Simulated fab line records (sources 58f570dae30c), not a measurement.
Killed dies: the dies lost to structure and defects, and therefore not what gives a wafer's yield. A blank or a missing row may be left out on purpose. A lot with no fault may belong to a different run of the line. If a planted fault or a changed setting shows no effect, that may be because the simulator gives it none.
A struck lot beside a sound one | flow berkeleyCmos170 | 14 out of 331 route steps
Sound: the wafers L606.1, L606.3, L606.5. Wafers L613.2, L613.3, L613.5 were the ones struck. The cause is given at the end.
Each step with rows lists, per side, the tool, then ch with its chambers, then its first start. Under that, the readings that differ: sound wafers | struck wafers | difference of the means | sigmas: that difference in standard deviations of wafers without a fault.
alike: readings whose means differ by less than 2 such deviations, and words and numbers that are the same on both sides. not compared: withheld readings, readings that some wafer has no value for, bounds like >300 that may hide the same value, and numbers for which the record gives no deviation and whose values overlap.
Wherever a step has rows on one side only, a row that says differs or no value, or a row with sigmas, the two part there. When numbers do not overlap yet have no deviation, they are printed without sigmas and do not part them. Lack of a reading on every wafer of one side parts them only where that side has two or more wafers.

first, 3 steps without rows for these wafers: UCB170_NSD_EXPOSE_03 (exposes mask NSELECT MOD, target cd 1200 nm); UCB170_NSD_PEB_04; UCB170_NSD_DEVELOP_05 (develop time 45 s).
UCB170_NSD_CD_MEAS_06 targets a cd of 1200 nm.
  sound on cdSem-02 at day 7 21:46; struck on cdSem-02 at day 8 20:28
  alike: cdNm
UCB170_NSD_OVL_MEAS_07:
  sound on overlay-02 at day 7 21:53; struck on overlay-01 at day 8 20:34
  alike: NSD_OVL
then, 1 step without rows for these wafers: UCB170_NSD_IMPLANT_08.
UCB170_NSD_STRIP_09: strips in O2.
  sound on plasmaAsher-01 ch 0,1, day 7 22:04; struck on plasmaAsher-01 ch 0,1, day 8 20:45
  alike: chamberPressureMTorr, drypumpMotorCurrentA, oesProductAu, stripTimeToEndpointS
  not compared: rfHoursCounterH
UCB170_NSD_TW_MEAS_10:
  sound on filmMetro-01 at day 7 22:10; struck on filmMetro-04 at day 8 20:52
  alike: NSD_TW
then, 4 steps without rows for these wafers: UCB170_NSD_CLEAN_11 (cleans in SPM, time 600 s); UCB170_BACKSIDE_HMDS_00 (prime time 60 s); UCB170_BACKSIDE_COAT_01 (resist thk 900 nm); UCB170_BACKSIDE_SOFTBAKE_02 (time 60 s).
UCB170_BACKSIDE_STRIP_03: strips in O2.
  sound on plasmaAsher-02 ch 0,1, day 7 22:52; struck on plasmaAsher-01 ch 0,1, day 8 22:07
  no value came back on the struck wafers for chamberPressureMTorr (mTorr), drypumpMotorCurrentA (A), oesProductAu (a.u.), stripTimeToEndpointS (s); on the sound wafers chamberPressureMTorr (mTorr) reads 3498 3501 3497
reading                                  | sound | struck            | difference | sigmas
model.KrF_of_BACKSIDE_COAT_01.thkNm (nm) | 0 0 0 | 896.7 900.6 899.6 | +899.0     | 
  not compared: rfHoursCounterH
then, 1 step without rows for these wafers: UCB170_BACKSIDE_CLEAN_04 (cleans in SPM, time 600 s).

WHERE THEY PART
At UCB170_BACKSIDE_STRIP_03 and nowhere else, as far as this record goes.

WHY: what the simulator had put in
Step skipped in full: plasmaAsher-01, at UCB170_BACKSIDE_STRIP_03, from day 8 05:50 onward. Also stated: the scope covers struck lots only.
